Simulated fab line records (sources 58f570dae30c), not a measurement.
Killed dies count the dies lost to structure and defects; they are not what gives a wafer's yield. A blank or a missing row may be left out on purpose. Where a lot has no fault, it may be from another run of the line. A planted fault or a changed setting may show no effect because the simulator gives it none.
2 desks looking at one fault :: flow berkeley cmos170 :: numbers are kept per desk, each desk with only its own; the story behind them comes last

## AT THE TOOL OWNER'S DESK: lpcvd-02
The tool's own readings at UCB170_ACTIVE_CVD_05 (deposits Si3N4 from SiH2Cl2/NH3, target thk 220 nm, time 3300 s): means of the sampled wafers that have a number, for each lot that ran on this tool. The brackets show how far a lot's mean lies from the usual mean; more than 4 standard deviations puts the lot out of limits, marked OUT.
Columns: A = spike tc centre C at UCB170_ACTIVE_CVD_05, usual 803.1 C; B = spike tc load C at UCB170_ACTIVE_CVD_05, usual 824 C; C = spike tc source C at UCB170_ACTIVE_CVD_05, usual 823 C; D = susceptor temp C at UCB170_ACTIVE_CVD_05, usual 800.0 C
lot: L613
first seen here: day 3 23:22
A: 802.8
B: 827
C: 823
D: 800.1

lot: L619
first seen here: day 5 15:13
A: 802.9
B: 828
C: 823
D: 800.3

lot: L620
first seen here: day 5 15:13
A: 802.9
B: 824
C: 825
D: 799.7

lot: L627
first seen here: day 7 02:29
A: 820.0 (+15) OUT
B: 843 (+5.3) OUT
C: 844 (+6.5) OUT
D: 817.6 (+55) OUT

lot: L628
first seen here: day 7 02:29
A: 820.5 (+16) OUT
B: 842 (+5.1) OUT
C: 843 (+6.2) OUT
D: 818.0 (+56) OUT

lot: L629
first seen here: day 7 08:19
A: 804.4
B: 827
C: 823
D: 800.2

lot: L631
first seen here: day 7 11:40
A: 803.0
B: 828
C: 822
D: 800.2
Finding of this desk: L627, L628 out of limits; the first was L627 at day 7 02:29, on spike tc centre C at UCB170_ACTIVE_CVD_05. In limits: L613, L619, L620, L629, L631.

## AT THE METROLOGY DESK
What the gauges read for every lot (on any tool): the sampled wafers with a number, averaged. The brackets show how far a lot's mean lies from the usual mean; more than 4 standard deviations puts the lot out of limits, marked OUT.
Columns: A = ACTIVE_NITRIDE_THK at UCB170_ACTIVE_THK_MEAS_06, usual 219.5 nm; B = V2_POLISHED_THK at UCB170_V2_THK_MEAS_04, usual 999.9 nm
lot: L613
first seen here: day 4 01:18
A: 220.3
B: 999.8

lot: L614
first seen here: day 4 11:33
A: 219.3
B: 1000.9

lot: L615
first seen here: day 4 22:31
A: 218.0
B: 1000.8

lot: L619
first seen here: day 5 17:09
A: 221.8
B: 999.4

lot: L620
first seen here: day 5 17:09
A: 219.1
B: 1000.2

lot: L626
first seen here: day 6 20:14
A: 220.1
B: 1000.1

lot: L628
first seen here: day 7 04:24
A: 300.7 (+54) OUT
B: -

lot: L627
first seen here: day 7 04:25
A: 299.1 (+53) OUT
B: -

lot: L629
first seen here: day 7 10:16
A: 219.3
B: 1000.1

lot: L631
first seen here: day 7 13:35
A: 220.6
B: 1000.2

lot: L632
first seen here: day 8 08:31
A: 221.2
B: 999.2

lot: L634
first seen here: day 8 08:31
A: 217.4
B: 999.3

lot: L633
first seen here: day 8 08:32
A: 219.8
B: 998.9

lot: L635
first seen here: day 8 20:47
A: 219.4
B: 1000.8
This desk finds L627, L628 out of limits, with the earliest case on L628 at day 7 04:24 (ACTIVE_NITRIDE_THK at UCB170_ACTIVE_THK_MEAS_06). In limits: L613, L614, L615, L619, L620, L626, L629, L631, L632, L634, L633, L635.

## ALL TOGETHER
The tool owner's desk could have raised an alarm at day 7 02:29, on L627, L628.
The metrology desk could have raised an alarm at day 7 04:24, on L627, L628.
On lpcvd-02, each named lot ran UCB170_ACTIVE_CVD_05.

## WHAT THE SIMULATOR HAD PUT IN
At UCB170_ACTIVE_CVD_05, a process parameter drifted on lpcvd-02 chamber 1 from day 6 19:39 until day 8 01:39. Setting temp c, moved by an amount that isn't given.
Shown lots that were struck: L627, L628.
Hours from the fault's start to each desk's first reading out of limits: the tool owner's desk, 7; the metrology desk, 9.
